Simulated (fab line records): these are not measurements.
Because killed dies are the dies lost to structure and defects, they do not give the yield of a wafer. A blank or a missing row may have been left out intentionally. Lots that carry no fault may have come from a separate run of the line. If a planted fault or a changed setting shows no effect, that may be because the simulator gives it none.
Which tool did it?    flow berkeley cmos170    15 lots with 41 wafers sampled at 4 steps, on a route of 331 steps

WHAT THE GAUGES SHOWED, per wafer
UCB170_V1_CD_MEAS_12: the cd target is 700 nm. Usual: 700.1 nm for cd nm, sd 1.4.
lot   measured      on         cd nm (nm)         flag
L810  day 7 04:26   cd sem-02  699.4 698.3 699.3  
L811  day 7 11:49   cd sem-02  703.1 701.8 700.8  
L812  day 7 11:43   cd sem-01  701.0 700.0 701.4  
L815  day 8 05:23   cd sem-01  699.4 700.9 700.1  
L818  day 9 01:05   cd sem-02  699.8 701.5 699.8  
L820  day 9 09:04   cd sem-01  703.1 701.0 701.4  
L821  day 9 22:35   cd sem-01  699.1 698.0 699.6  
L822  day 10 00:13  cd sem-01  700.7 699.4 701.7  
L823  day 9 22:20   cd sem-02  702.4 702.4 702.3  
L824  day 10 10:31  cd sem-01  699.5 701.4 700.1  
L825  day 10 10:23  cd sem-02  699.8 700.3 699.5  
L826  day 11 02:54  cd sem-01  702.9 702.4        
L827  day 11 03:19  cd sem-02  699.3              
L828  day 11 03:27  cd sem-02  697.8 699.8        
L833  day 12 06:20  cd sem-02  698.1 699.1 700.5  

UCB170_V2_OVL_MEAS_13. Usual: V2_OVL typically reads 3 nm, with standard deviation 7.3.
lot   measured      on          V2_OVL (nm)  flag
L810  day 7 09:55   overlay-01  -13 -10 -12  
L811  day 7 18:25   overlay-02  -2 2 -5      
L812  day 7 18:04   overlay-01  8 11 20      
L815  day 8 12:22   overlay-01  -3 -11 -5    
L818  day 9 07:08   overlay-01  5 4 2        
L820  day 9 14:47   overlay-01  -3 3 0       
L821  day 10 04:22  overlay-02  14 12 16     
L822  day 10 07:53  overlay-02  -5 -1 -5     
L823  day 10 04:01  overlay-02  -6 0 -9      
L824  day 10 16:22  overlay-02  4 2 2        
L825  day 10 15:44  overlay-01  3 4 1        
L826  day 11 08:59  overlay-01  7 14         
L827  day 11 09:15  overlay-02  0            
L828  day 11 09:27  overlay-01  6 6          
L833  day 12 14:15  overlay-02  -5 -6 -11    

UCB170_M3_CD_MEAS_15: the cd target is 700 nm. Usual: 700.1 nm for cd nm, sd 1.5.
lot   measured      on         cd nm (nm)         flag
L810  day 7 12:35   cd sem-01  698.3 699.4 699.5  
L811  day 7 20:53   cd sem-01  699.1 699.8 699.3  
L812  day 7 20:36   cd sem-02  701.2 699.4 700.3  
L815  day 8 15:04   cd sem-01  701.1 702.4 701.3  
L818  day 9 10:39   cd sem-01  699.2 698.2 699.1  
L820  day 9 17:54   cd sem-02  700.4 700.8 699.4  
L821  day 10 09:08  cd sem-02  699.1 699.8 699.4  
L822  day 10 12:01  cd sem-02  701.3 700.8 701.9  
L823  day 10 07:20  cd sem-01  698.1 697.9 696.7  
L824  day 10 18:59  cd sem-02  699.6 700.6 701.2  
L825  day 10 18:26  cd sem-01  699.1 699.7 699.3  
L826  day 11 12:16  cd sem-02  700.5 701.7        
L827  day 11 12:31  cd sem-02  700.3              
L828  day 11 12:41  cd sem-02  701.9 702.1        
L833  day 12 18:29  cd sem-01  699.5 700.5 699.5  

TOOL THAT RAN EACH LOT (tool first, then ch and the chambers of the sampled wafers, then the start)
lot   UCB170_FIELD_WET_ETCH_04
L810  wet bench-01 ch 1, day 4 13:01
L811  wet bench-01 ch 0, day 4 17:49
L812  wet bench-01 ch 3, day 4 17:49
L815  wet bench-02 ch 2, day 5 07:35
L818  wet bench-01 ch 2, day 6 09:13
L820  wet bench-01 ch 3, day 6 20:16
L821  wet bench-01 ch 3, day 7 08:50
L822  wet bench-01 ch 0, day 7 08:50
L823  wet bench-01 ch 1, day 7 08:50
L824  wet bench-02 ch 2, day 7 18:19
L825  wet bench-02 ch 0, day 7 18:19
L826  wet bench-01 ch 3, day 8 03:58
L827  wet bench-01 ch 1, day 8 08:19
L828  wet bench-01 ch 0, day 8 17:56
L833  wet bench-02 ch 2, day 9 16:38
- UCB170_FIELD_WET_ETCH_04: etches SiO2 in dHF, time 60 s.

WHAT THE TOOLS THEMSELVES READ (means of the sampled wafers that have a number; where no wafer has one, the mark that the record gives instead)
UCB170_FIELD_WET_ETCH_04. Usual: 25.00 C for temp c, sd 0.11.
lot   tool          temp c (C)  flag
L810  wet bench-01  24.96       
L811  wet bench-01  24.87       
L812  wet bench-01  24.92       
L815  wet bench-02  24.89       
L818  wet bench-01  25.11       
L820  wet bench-01  24.97       
L821  wet bench-01  24.90       
L822  wet bench-01  25.13       
L823  wet bench-01  25.19       
L824  wet bench-02  25.12       
L825  wet bench-02  25.03       
L826  wet bench-01  24.94       
L827  wet bench-01  24.99       
L828  wet bench-01  24.95       
L833  wet bench-02  24.95       

THE ANSWER, worked out from the rows above alone
Rule: take the mean of a lot's wafers that have a number; if it is more than 3 standard deviations from the usual mean, the lot is off. Also off: a lot with no number at a reading for which 4 or more lots have one. Any other lot the step has rows for is counted as sound. Order of review: gauges by route order, followed by the tools' own readings, for which a lot's mean as printed above is used. At the first step where some lot is off, the reading lying furthest off is the one used; lots without a number count as furthest.
Nothing can be told from this: no lot is off at any reading shown.

WHAT THE SIMULATOR HAD INSERTED
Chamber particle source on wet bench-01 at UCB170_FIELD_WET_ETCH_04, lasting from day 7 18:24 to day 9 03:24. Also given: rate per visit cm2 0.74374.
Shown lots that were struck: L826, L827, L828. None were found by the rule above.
